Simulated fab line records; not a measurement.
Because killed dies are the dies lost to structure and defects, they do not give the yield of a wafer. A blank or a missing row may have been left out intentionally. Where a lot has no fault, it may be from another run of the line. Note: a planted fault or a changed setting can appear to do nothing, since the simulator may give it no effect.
Which tool did it? / flow rit cmos / 7 lots, 21 wafers sampled, at 1 step of a route of 202

== WHAT THE GAUGES READ, wafer by wafer ==
RIT_SILICIDE_THK_MEAS_03: measures by xrf.
lot=L844; measured=day 3 22:31; on=film metro-01; SILICIDE_TI_THK (nm)=30.9 30.7 30.8
lot=L846; measured=day 4 04:38; on=film metro-04; SILICIDE_TI_THK (nm)=30.5 30.9 30.6
lot=L849; measured=day 4 22:28; on=film metro-01; SILICIDE_TI_THK (nm)=31.3 31.1 31.1
lot=L852; measured=day 5 13:16; on=film metro-03; SILICIDE_TI_THK (nm)=31.3 31.0 31.6
lot=L854; measured=day 5 22:14; on=film metro-01; SILICIDE_TI_THK (nm)=31.5 31.3 31.4
lot=L856; measured=day 6 05:33; on=film metro-01; SILICIDE_TI_THK (nm)=30.9 30.6 31.0
lot=L863; measured=day 7 17:37; on=film metro-03; SILICIDE_TI_THK (nm)=31.2 31.0 31.7

== EACH LOT AND THE TOOL THAT RAN IT (in order: tool; ch and the chambers of the sampled wafers; start) ==
There is no process step in the record ahead of these readings.

== THE ANSWER, worked out from the rows above alone ==
Rule: the usual values come from the lots themselves. Put in order of their means at a reading, lots are off if they are a third of the lots or fewer, leave a main group of 4 or more, and stand apart from it by a gap of 3 or more times the standard deviation of the main group's means; of several such gaps the widest counts. The tables above print the reading to a certain number of digits; a main group whose means all agree to those digits is not used. Also off: a lot with no number at a reading for which 4 or more lots have one. All remaining lots with rows at the step are treated as sound.
No lot is off on any of the readings shown, so nothing can be concluded from this.

== WHAT THE SIMULATOR HAD PUT IN ==
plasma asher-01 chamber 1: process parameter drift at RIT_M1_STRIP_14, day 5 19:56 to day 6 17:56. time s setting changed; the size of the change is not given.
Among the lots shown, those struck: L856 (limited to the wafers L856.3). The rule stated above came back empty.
